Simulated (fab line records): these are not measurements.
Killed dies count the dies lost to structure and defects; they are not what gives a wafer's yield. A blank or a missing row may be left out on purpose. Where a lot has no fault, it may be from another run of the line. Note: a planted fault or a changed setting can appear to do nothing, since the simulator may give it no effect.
One fault seen from 2 desks | flow berkeley_cmos170 | each desk has only its own numbers; what lay behind them comes last

## METROLOGY DESK
What the gauges read for every lot (on any tool): the sampled wafers with a number, averaged. The brackets show how far a lot's mean lies from the usual mean; more than 4 standard deviations puts the lot out of limits, marked OUT.
Columns: A = cd_nm at UCB170_ACTIVE_CD_MEAS_90, usual 1199.9 nm; B = cd_nm at UCB170_PLDD_CD_MEAS_06, usual 1200.0 nm
lot  | first seen here | A      | B
L905 | day 4 21:10     | 1199.9 | 1199.8
L906 | day 5 05:43     | 1200.7 | 1199.2
L907 | day 5 11:22     | 1202.3 | 1200.9
L908 | day 5 11:38     | 1198.4 | 1200.5
L910 | day 5 19:26     | 1200.4 | 1201.9
L913 | day 6 18:47     | 1200.6 | 1199.2
L914 | day 7 02:40     | 1201.1 | 1199.9
L920 | day 8 13:11     | 1201.1 | 1198.3
L921 | day 8 13:31     | 1197.4 | 1201.0
L922 | day 8 13:43     | 1198.8 | 1200.3
L925 | day 9 13:34     | 1199.1 | 1201.5
Result from this desk: across the 11 lots, nothing is out of limits.

## THE TOOL OWNER'S DESK: rie_diel-02
The tool's own readings at UCB170_GATE_ETCH_14 (etches BARC in N2/H2): means of the sampled wafers that have a number, for each lot that ran on this tool. The brackets show how far a lot's mean lies from the usual mean; more than 4 standard deviations puts the lot out of limits, marked OUT.
Columns: A = bias_w at UCB170_GATE_ETCH_14, usual 100.04 W; B = drypump_motor_current_A at UCB170_GATE_ETCH_14, usual 5.7 A; C = oes_product_au at UCB170_GATE_ETCH_14, usual 1.003 a.u.; D = throttle_valve_pct at UCB170_GATE_ETCH_14, usual 13.22 %
lot  | first seen here | A                | B   | C     | D
L906 | day 8 02:14     | 100.12           | 6.0 | 0.978 | 13.34
L907 | day 8 02:35     | 99.82            | 5.4 | 1.039 | 13.13
L913 | day 9 00:58     | 103.06 (+11) OUT | 5.7 | 1.023 | 13.09
L914 | day 9 18:16     | 102.87 (+10) OUT | 5.9 | 1.019 | 13.25
Finding of this desk: L913, L914 out of limits; the first was L913 at day 9 00:58, on bias_w at UCB170_GATE_ETCH_14. L906, L907: within limits.

## ALL TOGETHER
On L913, L914, at day 9 00:58, an alarm was possible from the tool owner's desk.
The metrology desk saw nothing out of limits.
The metrology desk has L913, L914 on record, within its limits.
UCB170_GATE_ETCH_14 was run on rie_diel-02 by each of the lots named.

## WHAT WAS PUT IN BY THE SIMULATOR
rie_diel-02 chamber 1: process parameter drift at UCB170_GATE_ETCH_14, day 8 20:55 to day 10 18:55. Setting bias_w, moved by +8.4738, from 100. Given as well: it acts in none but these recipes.
Shown lots that were struck: L913, L914.
Each desk's first reading out of limits, in hours after the fault started: the tool owner's desk, 4.
